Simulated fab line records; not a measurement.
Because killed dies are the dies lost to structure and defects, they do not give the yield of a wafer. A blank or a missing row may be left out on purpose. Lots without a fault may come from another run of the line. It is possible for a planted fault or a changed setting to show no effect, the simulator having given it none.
Which of the tools did it? | flow berkeley_cmos170 | 45 wafers from 15 lots sampled at 4 of the route's 331 steps

## WHAT THE GAUGES SHOWED, per wafer
UCB170_NWELL_THK_MEAS_02.
lot  | measured    | on            | NWELL_OXIDE_THK (nm)
L589 | day 1 22:25 | film_metro-02 | 26.3 26.3 26.6
L591 | day 2 06:38 | film_metro-03 | 27.3 26.9 27.4
L590 | day 2 06:38 | film_metro-04 | 26.6 26.8 26.5
L595 | day 3 11:18 | film_metro-03 | 25.7 26.0 25.9
L596 | day 3 19:22 | film_metro-04 | 26.4 25.4 25.3
L598 | day 4 03:34 | film_metro-03 | 26.6 26.7 26.0
L600 | day 4 06:17 | film_metro-04 | 26.1 25.8 26.0
L601 | day 4 11:01 | film_metro-03 | 26.0 25.8 25.8
L603 | day 4 19:26 | film_metro-04 | 26.1 25.9 26.2
L604 | day 5 02:10 | film_metro-04 | 26.5 26.5 26.0
L605 | day 5 08:37 | film_metro-03 | 27.3 27.0 27.2
L607 | day 5 17:57 | film_metro-04 | 26.4 26.4 26.6
L611 | day 6 13:33 | film_metro-02 | 26.7 26.9 26.4
L612 | day 6 13:33 | film_metro-03 | 26.4 26.8 26.6
L610 | day 6 13:34 | film_metro-04 | 27.3 27.6 27.5

UCB170_V1_CD_MEAS_12 targets a cd of 700 nm.
lot  | measured     | on        | cd_nm (nm)
L589 | day 7 11:08  | cd_sem-01 | 697.3 698.0 698.9
L591 | day 7 10:41  | cd_sem-02 | 699.7 698.3 699.0
L590 | day 7 10:56  | cd_sem-01 | 701.5 699.5 700.4
L595 | day 8 11:08  | cd_sem-01 | 699.8 700.1 701.5
L596 | day 9 06:43  | cd_sem-02 | 702.1 700.0 701.1
L598 | day 10 02:08 | cd_sem-01 | 701.2 699.4 700.1
L600 | day 10 02:16 | cd_sem-02 | 700.4 698.4 699.7
L601 | day 10 02:31 | cd_sem-01 | 699.8 700.2 701.1
L603 | day 10 05:48 | cd_sem-01 | 701.2 702.4 700.4
L604 | day 11 07:15 | cd_sem-01 | 699.8 699.3 699.9
L605 | day 11 09:19 | cd_sem-01 | 701.8 701.4 701.0
L607 | day 11 06:47 | cd_sem-02 | 701.5 702.0 701.5
L611 | day 11 17:44 | cd_sem-01 | 699.5 699.9 700.8
L612 | day 11 23:00 | cd_sem-02 | 699.2 699.0 700.4
L610 | day 11 17:38 | cd_sem-02 | 697.5 699.7 699.4

## EACH LOT AND THE TOOL THAT RAN IT (in order: tool; ch and the chambers of the sampled wafers; start)
lot  | UCB170_NWELL_ETCH_13              | UCB170_PWELL_IMPLANT_15
L589 | rie_diel-02 ch 0,3, day 2 07:41   | implanter-04 ch 0, day 3 02:44
L591 | rie_diel-02 ch 1,2,3, day 2 12:56 | implanter-04 ch 0, day 3 09:07
L590 | rie_diel-03 ch 0,2,3, day 2 12:39 | implanter-02 ch 0, day 3 08:43
L595 | rie_diel-02 ch 0,2,3, day 3 21:06 | implanter-01 ch 0, day 4 14:32
L596 | rie_diel-03 ch 1,2,3, day 4 02:59 | implanter-04 ch 0, day 4 18:23
L598 | rie_diel-04 ch 1,2, day 4 10:59   | implanter-04 ch 0, day 5 05:31
L600 | rie_diel-04 ch 0,1,2, day 4 14:44 | implanter-04 ch 0, day 5 10:52
L601 | rie_diel-02 ch 1,3, day 4 19:40   | implanter-04 ch 0, day 5 10:04
L603 | rie_diel-04 ch 1,3, day 5 04:07   | implanter-02 ch 0, day 5 21:55
L604 | rie_diel-04 ch 1,2,3, day 5 08:38 | implanter-01 ch 0, day 6 05:28
L605 | rie_diel-03 ch 1,2,3, day 5 14:46 | implanter-02 ch 0, day 6 12:50
L607 | rie_diel-03 ch 0,1,2, day 6 00:10 | implanter-01 ch 0, day 6 17:17
L611 | rie_diel-02 ch 1,2, day 6 21:35   | implanter-01 ch 0, day 7 15:23
L612 | rie_diel-04 ch 1,3, day 6 21:13   | implanter-01 ch 0, day 7 15:44
L610 | rie_diel-03 ch 1,2, day 6 21:20   | implanter-02 ch 0, day 7 15:29
- UCB170_NWELL_ETCH_13: etches Si3N4 in CH3F/Ar/O2, stops on SiO2, target depth 246.4 nm, time 154 s.
- UCB170_PWELL_IMPLANT_15

## WHAT THE TOOLS THEMSELVES READ (means of the sampled wafers that have a number; where no wafer has one, the mark that the record gives instead)
UCB170_NWELL_ETCH_13.
lot  | tool        | drypump_motor_current_A (A) | oes_product_au (a.u.) | throttle_valve_pct (%)
L589 | rie_diel-02 | 5.7                         | 0.935                 | 8.18
L591 | rie_diel-02 | 6.2                         | 0.943                 | 7.96
L590 | rie_diel-03 | 5.8                         | 0.942                 | 8.08
L595 | rie_diel-02 | 6.1                         | 0.938                 | 8.07
L596 | rie_diel-03 | 5.7                         | 0.942                 | 8.05
L598 | rie_diel-04 | 5.7                         | 0.931                 | 7.99
L600 | rie_diel-04 | 5.6                         | 0.938                 | 8.04
L601 | rie_diel-02 | 6.1                         | 0.942                 | 8.07
L603 | rie_diel-04 | 6.1                         | 0.936                 | 8.02
L604 | rie_diel-04 | 5.9                         | 0.939                 | 7.98
L605 | rie_diel-03 | 5.7                         | 0.935                 | 8.04
L607 | rie_diel-03 | 5.4                         | 0.932                 | 8.10
L611 | rie_diel-02 | 6.2                         | 0.927                 | 7.82
L612 | rie_diel-04 | 6.1                         | 0.940                 | 8.03
L610 | rie_diel-03 | 5.3                         | 0.920                 | 8.12

UCB170_PWELL_IMPLANT_15.
lot  | tool         | beam_energy_keV
L589 | implanter-04 | 59.988
L591 | implanter-04 | 59.993
L590 | implanter-02 | 60.020
L595 | implanter-01 | 59.973
L596 | implanter-04 | 60.014
L598 | implanter-04 | 78.010
L600 | implanter-04 | 78.011
L601 | implanter-04 | 77.994
L603 | implanter-02 | 59.985
L604 | implanter-01 | 59.993
L605 | implanter-02 | 59.993
L607 | implanter-01 | 59.997
L611 | implanter-01 | 60.022
L612 | implanter-01 | 59.988
L610 | implanter-02 | 59.988

## THE ANSWER, worked out from the rows above alone
Rule: the usual values come from the lots themselves. Put in order of their means at a reading, lots are off if they are a third of the lots or fewer, leave a main group of 4 or more, and stand apart from it by a gap of 3 or more times the standard deviation of the main group's means; of several such gaps the widest counts. A main group is skipped when, at the precision printed for the reading in the tables above, its means are all equal. A lot without any number at a reading at which 4 lots or more have one is off too. All remaining lots with rows at the step are treated as sound. After the gauges, taken in route order, come the tools' own readings; for these a lot's mean is taken, as printed above. At the first step where some lot is off, the reading lying furthest off is the one used; lots without a number count as furthest.
Off: L598, L600, L601, at UCB170_PWELL_IMPLANT_15 (beam_energy_keV). The main group: mean 59.996, standard deviation 0.014.
A tool fits if, at that step or a process step before it, it ran every lot that is off, and no sound lot after the first of them. One candidate fits, namely implanter-04 at UCB170_PWELL_IMPLANT_15. A fault onset in the window from L596 (day 4 18:23, its last sound lot) to L598 (day 5 05:31, its first lot off) fits.
On the lots that are off, the tool's own readings at UCB170_PWELL_IMPLANT_15 differ by more than 5 times the standard deviation of the sound lots' means, which bears it out; beam_energy_keV reads 78.005 there versus 59.996 on the sound lots.

## WHAT THE SIMULATOR HAD PUT IN
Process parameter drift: implanter-04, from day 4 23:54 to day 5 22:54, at UCB170_PWELL_IMPLANT_15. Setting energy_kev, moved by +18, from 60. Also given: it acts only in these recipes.
Shown lots that were struck: L598, L600, L601. The rule above reached the same finding.
